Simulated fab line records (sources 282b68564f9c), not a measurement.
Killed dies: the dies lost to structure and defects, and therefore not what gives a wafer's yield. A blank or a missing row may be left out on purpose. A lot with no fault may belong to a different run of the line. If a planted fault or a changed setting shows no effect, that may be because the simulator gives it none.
fab line records + flow rit-cmos
record:
- lots: 5
- wafers: 27
route steps=202 shown ACTIVE@2 FOX2@25 SILICIDE@162
start-h: hours from the record's first day to the start of the lot's first wafer shown + wait-h: hours elapsed since this lot's preceding step + " as in the row above + L1.1+2: a single row standing in for several wafers + - no value, or no start given + * or withheld: withheld + < > ~ a bound
route shown NAME@n: NAME is a module with steps in the file, n the number in the route of the first one + usual: mean/standard deviation of fault-free wafers + same: alike in all rows + chamber/n: place in a boat + sites: readings site by site + _std_site: standard deviation of those values + _edge_site: the outer-site mean with the inner-site mean subtracted + radius-mm: for every site, how far away it sits from the centre of the wafer + mask NAME#n: copy n + behind: tool/chamber where the wafer was last shaped + hold: cause of the lot's hold/its duration in hours/its outcome + device: which transistor (n, p or np) failed to switch + end of line: the tests these same wafers got at the end of their route + a step given without rows: its recipe and nothing more + killed: not the wafer's yield, but the dies lost to structure and defects at the first sort + map: per-die view of a wafer (x killed, . not killed, _ where there is no die)
set.NAME: the run value of the setting; set.NAME@STEP: its run value at that earlier step + model.NAME: the simulator's own value behind a step, which no gauge read
lots with deliberately changed settings; one table per step, one row per wafer
== steps ==
step: RIT_ACTIVE_OXIDATION_01
recipe:
- temp-c: 1000
- ambient: O2
- target-thk-a: 468
- ox-time-s: 3360
| lot.wafer | tool       | chamber | start-h | wait-h | set.ox-time-s | model.SiO2_of_ACTIVE_OXIDATION_01.thk-nm |
|-----------|------------|---------|---------|--------|---------------|------------------------------------------|
| L074.1    | -          | -       | -       | 2.4    | 4141          | 53.79                                    |
| L074.2    | "          | -       | "       | "      | 4141          | 53.36                                    |
| L074.3    | "          | -       | "       | "      | 4141          | 54.57                                    |
| L074.4    | "          | -       | "       | "      | 4141          | 54.04                                    |
| L074.5    | "          | -       | "       | "      | 4141          | 54.08                                    |
| L074.6    | "          | -       | "       | "      | 4141          | 53.01                                    |
| L079.1    | -          | -       | -       | 0.9    | 3360          | 47.13                                    |
| L079.2    | "          | -       | "       | "      | 3360          | 46.78                                    |
| L079.3    | "          | -       | "       | "      | 3360          | 48.03                                    |
| L079.4    | "          | -       | "       | "      | 3360          | 47.1                                     |
| L079.5    | "          | -       | "       | "      | 3360          | 47.63                                    |
| L079.6    | "          | -       | "       | "      | 3360          | 47.41                                    |
| L080.2    | furnace-04 | 0       | 40.98   | 0.9    | 3360          | 47.19                                    |
| L080.4    | "          | 0       | "       | "      | 3360          | 47.24                                    |
| L080.5    | "          | 0       | "       | "      | 3360          | 46.46                                    |
| L081.1    | -          | -       | -       | 0.1    | 5168          | 61.37                                    |
| L081.2    | "          | -       | "       | "      | 5168          | 62.13                                    |
| L081.3    | "          | -       | "       | "      | 5168          | 61.89                                    |
| L081.4    | "          | -       | "       | "      | 5168          | 61.83                                    |
| L081.5    | "          | -       | "       | "      | 5168          | 61.75                                    |
| L081.6    | "          | -       | "       | "      | 5168          | 61.56                                    |
| L084.1    | -          | -       | -       | 0.1    | 3360          | 46.15                                    |
| L084.2+4  | "          | -       | "       | "      | 3360          | 46.2                                     |
| L084.3    | "          | -       | "       | "      | 3360          | 46.26                                    |
| L084.5    | "          | -       | "       | "      | 3360          | 46.34                                    |
| L084.6    | "          | -       | "       | "      | 3360          | 45.31                                    |
step: RIT_ACTIVE_THK_MEAS_02
recipe:
- reads: SiO2_of_ACTIVE_OXIDATION_01
usual:
- ACTIVE_OXIDE_THK: 46.6/0.81
| lot.wafer | tool          | chamber | start-h | wait-h | set.ox-time-s@ACTIVE_OXIDATION_01 | ACTIVE_OXIDE_THK[nm] |
|-----------|---------------|---------|---------|--------|-----------------------------------|----------------------|
| L074.1    | film-metro-01 | -       | -       | -      | 4141                              | 53.7                 |
| L074.2    | "             | -       | "       | "      | 4141                              | 53.4                 |
| L074.3    | "             | -       | "       | "      | 4141                              | 54.6                 |
| L074.4    | "             | -       | "       | "      | 4141                              | 54.0                 |
| L074.5    | "             | -       | "       | "      | 4141                              | 54.1                 |
| L074.6    | "             | -       | "       | "      | 4141                              | 53.0                 |
| L079.1    | film-metro-02 | -       | -       | -      | 3360                              | 47.1                 |
| L079.2    | "             | -       | "       | "      | 3360                              | 46.7                 |
| L079.3    | "             | -       | "       | "      | 3360                              | 48.0                 |
| L079.4    | "             | -       | "       | "      | 3360                              | 47.1                 |
| L079.5    | "             | -       | "       | "      | 3360                              | 47.6                 |
| L079.6    | "             | -       | "       | "      | 3360                              | 47.5                 |
| L080.2    | film-metro-02 | -       | 42.92   | 0.0    | 3360                              | 47.2                 |
| L080.4    | "             | -       | "       | "      | 3360                              | 47.2                 |
| L080.5    | "             | -       | "       | "      | 3360                              | 46.5                 |
| L081.1    | film-metro-03 | -       | -       | -      | 5168                              | 61.4                 |
| L081.2    | "             | -       | "       | "      | 5168                              | 62.1                 |
| L081.3    | "             | -       | "       | "      | 5168                              | 61.9                 |
| L081.4    | "             | -       | "       | "      | 5168                              | 61.8                 |
| L081.5    | "             | -       | "       | "      | 5168                              | 61.8                 |
| L081.6    | "             | -       | "       | "      | 5168                              | 61.5                 |
| L084.1    | film-metro-03 | -       | -       | -      | 3360                              | 46.2                 |
| L084.2    | "             | -       | "       | "      | 3360                              | 46.2                 |
| L084.3    | "             | -       | "       | "      | 3360                              | 46.2                 |
| L084.4    | "             | -       | "       | "      | 3360                              | 46.2                 |
| L084.5    | "             | -       | "       | "      | 3360                              | 46.4                 |
| L084.6    | "             | -       | "       | "      | 3360                              | 45.3                 |
step: RIT_ACTIVE_CVD_03
recipe:
- material: Si3N4
- target-thk-nm: 150
- temp-c: 810
- precursor: SiH2Cl2/NH3
- time-s: 1500
- pressure-mtorr: 300
- sih2cl2-flow-sccm: 60
- nh3-flow-sccm: 150
step: RIT_ACTIVE_HARDBAKE_12
recipe:
- resist: NOVOLAK
- temp-c: 140
- time-s: 60
step: RIT_ACTIVE_ETCH_13
recipe:
- stop-on: SiO2
- chemistry: SF6
- target: Si3N4
- time-s: 210
- over-etch-frac: 0.4
- SF6_flow_sccm: 200
- pressure-mtorr: 260
- rf-w: 125
- target-depth-a: 2100
| lot.wafer | tool        | chamber | start-h | wait-h | set.ox-time-s@ACTIVE_OXIDATION_01 | model.SiO2_of_ACTIVE_OXIDATION_01.thk-nm |
|-----------|-------------|---------|---------|--------|-----------------------------------|------------------------------------------|
| L074.1    | rie-diel-01 | 0       | 17.00   | 0.1    | 4141                              | 53.38                                    |
| L074.2    | "           | 2       | "       | "      | 4141                              | 53.2                                     |
| L074.3    | "           | 3       | "       | "      | 4141                              | 54.57                                    |
| L074.4    | "           | 1       | "       | "      | 4141                              | 51.98                                    |
| L074.5    | "           | 1       | "       | "      | 4141                              | 52.01                                    |
| L074.6    | "           | 2       | "       | "      | 4141                              | 52.85                                    |
| L079.1    | rie-diel-03 | 0       | 40.89   | 0.1    | 3360                              | 47.13                                    |
| L079.2    | "           | 2       | "       | "      | 3360                              | 46.78                                    |
| L079.3    | "           | 3       | "       | "      | 3360                              | 45.71                                    |
| L079.4    | "           | 1       | "       | "      | 3360                              | 46.6                                     |
| L079.5    | "           | 2       | "       | "      | 3360                              | 47.63                                    |
| L079.6    | "           | 3       | "       | "      | 3360                              | 45.07                                    |
| L080.2    | rie-diel-01 | 3       | 45.69   | 0.1    | 3360                              | 47.19                                    |
| L080.4    | "           | 2       | "       | "      | 3360                              | 47.08                                    |
| L080.5    | "           | 1       | "       | "      | 3360                              | 44.38                                    |
| L081.1    | rie-diel-02 | 0       | 49.83   | 0.1    | 5168                              | 60.77                                    |
| L081.2    | "           | 1       | "       | "      | 5168                              | 62.13                                    |
| L081.3    | "           | 3       | "       | "      | 5168                              | 59.46                                    |
| L081.4    | "           | 2       | "       | "      | 5168                              | 61.83                                    |
| L081.5    | "           | 1       | "       | "      | 5168                              | 61.75                                    |
| L081.6    | "           | 2       | "       | "      | 5168                              | 61.56                                    |
| L084.1    | rie-diel-01 | 1       | 64.84   | 0.1    | 3360                              | 44.07                                    |
| L084.2    | "           | 3       | "       | "      | 3360                              | 46.2                                     |
| L084.3    | "           | 0       | "       | "      | 3360                              | 45.85                                    |
| L084.4    | "           | 2       | "       | "      | 3360                              | 46.04                                    |
| L084.5    | "           | 1       | "       | "      | 3360                              | 44.24                                    |
| L084.6    | "           | 2       | "       | "      | 3360                              | 45.15                                    |
step: RIT_ACTIVE_STRIP_14
recipe:
- chemistry: O2
- time-s: 180
- resist: NOVOLAK
- platen-temp-c: withheld
- power-w: 500
- pressure-mtorr: 4000
- o2-flow-sccm: 4000
step: RIT_FOX2_CLEAN_02
recipe:
- chemistry: dHF
- dilution: 50:1
- time-s: 180
step: RIT_FOX2_WET_ETCH_03
recipe:
- chemistry: H3PO4
- target: Si3N4
- target-depth-nm: 195
- temp-c: 165
- time-s: 2700
| lot.wafer | tool         | chamber | start-h | wait-h | set.ox-time-s@ACTIVE_OXIDATION_01 | model.SiO2_of_ACTIVE_OXIDATION_01.thk-nm |
|-----------|--------------|---------|---------|--------|-----------------------------------|------------------------------------------|
| L074.1    | wet-bench-03 | 1       | 25.13   | 0.0    | 4141                              | 47.35                                    |
| L074.2    | "            | 1       | "       | "      | 4141                              | 47.16                                    |
| L074.3    | "            | 1       | "       | "      | 4141                              | 48.4                                     |
| L074.4    | "            | 1       | "       | "      | 4141                              | 46.08                                    |
| L074.5    | "            | 1       | "       | "      | 4141                              | 46.11                                    |
| L074.6    | "            | 1       | "       | "      | 4141                              | 46.81                                    |
| L079.1    | wet-bench-03 | 0       | 44.64   | 0.0    | 3360                              | 42                                       |
| L079.2    | "            | 0       | "       | "      | 3360                              | 41.67                                    |
| L079.3    | "            | 0       | "       | "      | 3360                              | 40.75                                    |
| L079.4    | "            | 0       | "       | "      | 3360                              | 41.52                                    |
| L079.5    | "            | 0       | "       | "      | 3360                              | 42.43                                    |
| L079.6    | "            | 0       | "       | "      | 3360                              | 40.19                                    |
| L080.2    | wet-bench-04 | 0       | 49.43   | 0.0    | 3360                              | 42.05                                    |
| L080.4    | "            | 0       | "       | "      | 3360                              | 41.94                                    |
| L080.5    | "            | 0       | "       | "      | 3360                              | 39.54                                    |
| L081.1    | wet-bench-04 | 1       | 56.37   | 0.0    | 5168                              | 54.23                                    |
| L081.2    | "            | 1       | "       | "      | 5168                              | 55.47                                    |
| L081.3    | "            | 1       | "       | "      | 5168                              | 53.07                                    |
| L081.4    | "            | 1       | "       | "      | 5168                              | 55.23                                    |
| L081.5    | "            | 1       | "       | "      | 5168                              | 55.08                                    |
| L081.6    | "            | 1       | "       | "      | 5168                              | 54.93                                    |
| L084.1    | wet-bench-01 | 1       | 71.67   | 0.0    | 3360                              | 39.2                                     |
| L084.2    | "            | 1       | "       | "      | 3360                              | 41.08                                    |
| L084.3    | "            | 1       | "       | "      | 3360                              | 40.75                                    |
| L084.4    | "            | 1       | "       | "      | 3360                              | 40.95                                    |
| L084.5    | "            | 1       | "       | "      | 3360                              | 39.33                                    |
| L084.6    | "            | 1       | "       | "      | 3360                              | 40.15                                    |
step: RIT_SILICIDE_SPUTTER_01
recipe:
- material: Ti
- target-thk-nm: 30
- power-w: 350
- chamber-pressure-pa: 0.667
- gas: Ar
- time-s: 240
- substrate-temp-c: 25
| lot.wafer | tool           | chamber | start-h | wait-h | set.time-s | model.Ti_of_SILICIDE_SPUTTER_01.thk-nm |
|-----------|----------------|---------|---------|--------|------------|----------------------------------------|
| L074.1    | pvd-sputter-03 | -       | 59.48   | 0.0    | 240        | 29.82                                  |
| L074.2    | "              | -       | "       | "      | 240        | 29.67                                  |
| L074.3    | "              | -       | "       | "      | 240        | 29.69                                  |
| L074.4    | "              | -       | "       | "      | 240        | 29.56                                  |
| L074.5    | "              | -       | "       | "      | 240        | 29.71                                  |
| L074.6    | "              | -       | "       | "      | 240        | 29.45                                  |
| L079.1    | pvd-sputter-03 | -       | 78.28   | 0.0    | 129.2      | 15.78                                  |
| L079.2    | "              | -       | "       | "      | 240        | 29.98                                  |
| L079.3    | "              | -       | "       | "      | 129.2      | 15.82                                  |
| L079.4    | "              | -       | "       | "      | 129.2      | 16.2                                   |
| L079.5    | "              | -       | "       | "      | 240        | 29.8                                   |
| L079.6    | "              | -       | "       | "      | 240        | 29.85                                  |
| L080.2    | pvd-sputter-01 | -       | 86.12   | 0.0    | 240        | 30.2                                   |
| L080.4    | "              | -       | "       | "      | 240        | 30.49                                  |
| L080.5    | "              | -       | "       | "      | 240        | 30.28                                  |
| L081.1    | pvd-sputter-02 | -       | 92.33   | 0.0    | 240        | 29.66                                  |
| L081.2+3  | "              | -       | "       | "      | 240        | 29.68                                  |
| L081.4    | "              | -       | "       | "      | 240        | 29.99                                  |
| L081.5    | "              | -       | "       | "      | 240        | 30.07                                  |
| L081.6    | "              | -       | "       | "      | 240        | 29.89                                  |
| L084.1    | pvd-sputter-03 | -       | 106.73  | 0.0    | 240        | 29.54                                  |
| L084.2    | "              | -       | "       | "      | 240        | 29.68                                  |
| L084.3    | "              | -       | "       | "      | 240        | 29.66                                  |
| L084.4    | "              | -       | "       | "      | 334.7      | 41.69                                  |
| L084.5    | "              | -       | "       | "      | 334.7      | 41.72                                  |
| L084.6    | "              | -       | "       | "      | 334.7      | 41.67                                  |
step: RIT_SILICIDE_RS_MEAS_02
recipe:
- thk-meas-gauge: four-point-probe
- reads: Ti_of_SILICIDE_SPUTTER_01
usual:
- SILICIDE_TI_RS: 48.0/0.54
| lot.wafer | tool          | chamber | start-h | wait-h | set.time-s@SILICIDE_SPUTTER_01 | SILICIDE_TI_RS[ohm/sq] |
|-----------|---------------|---------|---------|--------|--------------------------------|------------------------|
| L074.1    | film-metro-03 | -       | 59.63   | 0.1    | 240                            | 48.1                   |
| L074.2    | "             | -       | "       | "      | 240                            | 48.5                   |
| L074.3    | "             | -       | "       | "      | 240                            | 48.4                   |
| L074.4    | "             | -       | "       | "      | 240                            | 48.9                   |
| L074.5    | "             | -       | "       | "      | 240                            | 48.5                   |
| L074.6    | "             | -       | "       | "      | 240                            | 49.0                   |
| L079.1    | film-metro-04 | -       | 78.43   | 0.1    | 129.2                          | 108.8                  |
| L079.2    | "             | -       | "       | "      | 240                            | 47.9                   |
| L079.3    | "             | -       | "       | "      | 129.2                          | 108.5                  |
| L079.4    | "             | -       | "       | "      | 129.2                          | 105.0                  |
| L079.5    | "             | -       | "       | "      | 240                            | 48.3                   |
| L079.6    | "             | -       | "       | "      | 240                            | 48.2                   |
| L080.2    | film-metro-04 | -       | 86.29   | 0.1    | 240                            | 47.5                   |
| L080.4    | "             | -       | "       | "      | 240                            | 47.0                   |
| L080.5    | "             | -       | "       | "      | 240                            | 47.2                   |
| L081.1    | film-metro-04 | -       | 92.48   | 0.1    | 240                            | 48.5                   |
| L081.2    | "             | -       | "       | "      | 240                            | 48.5                   |
| L081.3    | "             | -       | "       | "      | 240                            | 48.4                   |
| L081.4    | "             | -       | "       | "      | 240                            | 47.9                   |
| L081.5    | "             | -       | "       | "      | 240                            | 47.7                   |
| L081.6    | "             | -       | "       | "      | 240                            | 48.1                   |
| L084.1    | film-metro-04 | -       | 106.88  | 0.1    | 240                            | 48.8                   |
| L084.2    | "             | -       | "       | "      | 240                            | 48.5                   |
| L084.3    | "             | -       | "       | "      | 240                            | 48.5                   |
| L084.4    | "             | -       | "       | "      | 334.7                          | 31.9                   |
| L084.5    | "             | -       | "       | "      | 334.7                          | 31.8                   |
| L084.6    | "             | -       | "       | "      | 334.7                          | 31.9                   |
step: RIT_SILICIDE_THK_MEAS_03
recipe:
- thk-meas-gauge: xrf
- reads: Ti_of_SILICIDE_SPUTTER_01
usual:
- SILICIDE_TI_THK: 29.67/0.27
| lot.wafer | tool          | chamber | start-h | wait-h | set.time-s@SILICIDE_SPUTTER_01 | SILICIDE_TI_THK[nm] |
|-----------|---------------|---------|---------|--------|--------------------------------|---------------------|
| L074.1    | film-metro-03 | -       | 59.75   | 0.1    | 240                            | 29.48               |
| L074.2    | "             | -       | "       | "      | 240                            | 29.34               |
| L074.3    | "             | -       | "       | "      | 240                            | 29.36               |
| L074.4    | "             | -       | "       | "      | 240                            | 29.32               |
| L074.5    | "             | -       | "       | "      | 240                            | 29.39               |
| L074.6    | "             | -       | "       | "      | 240                            | 29.07               |
| L079.1    | film-metro-04 | -       | 78.55   | 0.1    | 129.2                          | 15.58               |
| L079.2    | "             | -       | "       | "      | 240                            | 29.63               |
| L079.3    | "             | -       | "       | "      | 129.2                          | 15.75               |
| L079.4    | "             | -       | "       | "      | 129.2                          | 16.05               |
| L079.5    | "             | -       | "       | "      | 240                            | 29.40               |
| L079.6    | "             | -       | "       | "      | 240                            | 29.55               |
| L080.2    | film-metro-04 | -       | 86.40   | 0.1    | 240                            | 29.92               |
| L080.4    | "             | -       | "       | "      | 240                            | 30.17               |
| L080.5    | "             | -       | "       | "      | 240                            | 29.86               |
| L081.1    | film-metro-04 | -       | 92.60   | 0.1    | 240                            | 29.27               |
| L081.2    | "             | -       | "       | "      | 240                            | 29.42               |
| L081.3    | "             | -       | "       | "      | 240                            | 29.43               |
| L081.4    | "             | -       | "       | "      | 240                            | 29.56               |
| L081.5    | "             | -       | "       | "      | 240                            | 29.86               |
| L081.6    | "             | -       | "       | "      | 240                            | 29.75               |
| L084.1    | film-metro-04 | -       | 107.00  | 0.1    | 240                            | 29.31               |
| L084.2    | "             | -       | "       | "      | 240                            | 29.45               |
| L084.3    | "             | -       | "       | "      | 240                            | 29.54               |
| L084.4    | "             | -       | "       | "      | 334.7                          | 41.51               |
| L084.5    | "             | -       | "       | "      | 334.7                          | 41.42               |
| L084.6    | "             | -       | "       | "      | 334.7                          | 41.33               |
== key ==
split:
- step: RIT_ACTIVE_OXIDATION_01
- setting: ox-time-s
- stated: 3360
- by: lot
response:
- step: RIT_ACTIVE_OXIDATION_01
- reading: model.SiO2_of_ACTIVE_OXIDATION_01.thk-nm
- change: +0.28
- per: 1%
- r: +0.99
response:
- step: RIT_ACTIVE_THK_MEAS_02
- reading: ACTIVE_OXIDE_THK
- change: +0.28
- per: 1%
- r: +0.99
response:
- step: RIT_ACTIVE_ETCH_13
- reading: model.SiO2_of_ACTIVE_OXIDATION_01.thk-nm
- change: +0.286
- per: 1%
- r: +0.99
response:
- step: RIT_FOX2_WET_ETCH_03
- reading: model.SiO2_of_ACTIVE_OXIDATION_01.thk-nm
- change: +0.256
- per: 1%
- r: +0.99
split:
- step: RIT_SILICIDE_SPUTTER_01
- setting: time-s
- stated: 240
- by: wafer
response:
- step: RIT_SILICIDE_SPUTTER_01
- reading: model.Ti_of_SILICIDE_SPUTTER_01.thk-nm
- change: +0.304
- per: 1%
- r: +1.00
response:
- step: RIT_SILICIDE_RS_MEAS_02
- reading: SILICIDE_TI_RS
- change: -0.922
- per: 1%
- r: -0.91
response:
- step: RIT_SILICIDE_THK_MEAS_03
- reading: SILICIDE_TI_THK
- change: +0.3
- per: 1%
- r: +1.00
